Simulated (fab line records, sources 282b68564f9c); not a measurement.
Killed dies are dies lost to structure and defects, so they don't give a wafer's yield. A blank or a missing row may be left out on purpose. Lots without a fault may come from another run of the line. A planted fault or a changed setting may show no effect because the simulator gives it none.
A struck lot beside a sound one | flow rit_cmos | 15 steps out of a route of 202
Sound: wafers L786.3, L786.4, L786.6. Struck: wafers L797.1, L797.2, L797.6. The cause comes at the end.
At each step with rows: each side's tool, then ch and its chambers, then its first start. Under that, the readings that differ: sound wafers | struck wafers | difference of the means | sigmas: that difference in standard deviations of wafers without a fault.
alike: readings whose means differ by less than 2 such deviations, and words and numbers that are the same on both sides. not compared: withheld readings, readings that some wafer has no value for, bounds like >300 that may hide the same value, and numbers for which the record gives no deviation and whose values overlap.
The two part at a step that has a row with sigmas, a row that says differs or no value, or rows on one side only. Numbers that don't overlap but have no deviation are shown without sigmas and don't part them. A reading that every wafer of one side lacks parts them only if that side has two wafers or more.

RIT_ACTIVE_THK_MEAS_04:
  sound on film_metro-04, day 1 13:33; struck on film_metro-04, day 3 20:32
  alike: ACTIVE_NITRIDE_THK
then, 6 steps without rows for these wafers: RIT_ACTIVE_HMDS_05 (prime time 60 s); RIT_ACTIVE_COAT_06 (resist thk 1000 nm); RIT_ACTIVE_SOFTBAKE_07 (time 60 s); RIT_ACTIVE_EXPOSE_08 (exposes mask M1, target cd 1400 nm); RIT_ACTIVE_PEB_09; RIT_ACTIVE_DEVELOP_10 (develop time 50 s).
RIT_ACTIVE_CD_MEAS_11: target cd 1400 nm.
  sound on cd_sem-02, day 1 14:36; struck on cd_sem-01, day 3 21:26
  alike: cd_nm
then, 1 step without rows for these wafers: RIT_ACTIVE_HARDBAKE_12 (time 60 s).
RIT_ACTIVE_ETCH_13: etches Si3N4 in SF6, stops on SiO2, time 210 s, target depth 210 nm.
  sound on rie_diel-02 ch 2,3, day 1 14:50; struck on rie_diel-01 ch 0,2, day 3 21:43
  alike: drypump_motor_current_A, oes_product_au, throttle_valve_pct
  not compared: rf_hours_counter_h
RIT_ACTIVE_STRIP_14: strips in O2, time 180 s.
  sound on plasma_asher-04 ch 0,1, day 1 15:02; struck on plasma_asher-03 ch 0,1, day 3 21:50
  alike: drypump_motor_current_A
  not compared: rf_hours_counter_h
RIT_ACTIVE_CD_MEAS_90: target cd 1400 nm.
  sound on cd_sem-01, day 1 15:11; struck on cd_sem-01, day 3 22:01
  alike: cd_nm
RIT_ACTIVE_CLEAN_15: cleans in SC1, time 600 s.
  sound on wet_bench-01 ch 1, day 1 15:16; struck on wet_bench-01 ch 1, day 3 22:08
  no value came back on the struck wafers for bath_guard_temp_C (C), bath_heat_duty_pct (%); on the sound wafers bath_guard_temp_C (C) reads 75.4 75.3 75.3
then, 1 step without rows for these wafers: RIT_ACTIVE_CLEAN_16 (cleans in dHF, time 30 s).
-- the record jumps here: 2 days lie between the struck wafers' starts before and after (it left off in module ACTIVE and takes up again in module M1, whose first step shown is number 202 of the route) --
RIT_M1_PROBE_99:
  the record has rows for the struck wafers here (prober-02, day 6 00:28) and none for the sound ones

WHERE THEY PART
First at RIT_ACTIVE_CLEAN_15; last, within this record, at RIT_M1_PROBE_99.

WHY: what the simulator had put in
Skipped step whole: wet_bench-01, from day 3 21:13 on, at RIT_ACTIVE_CLEAN_15. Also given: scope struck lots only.
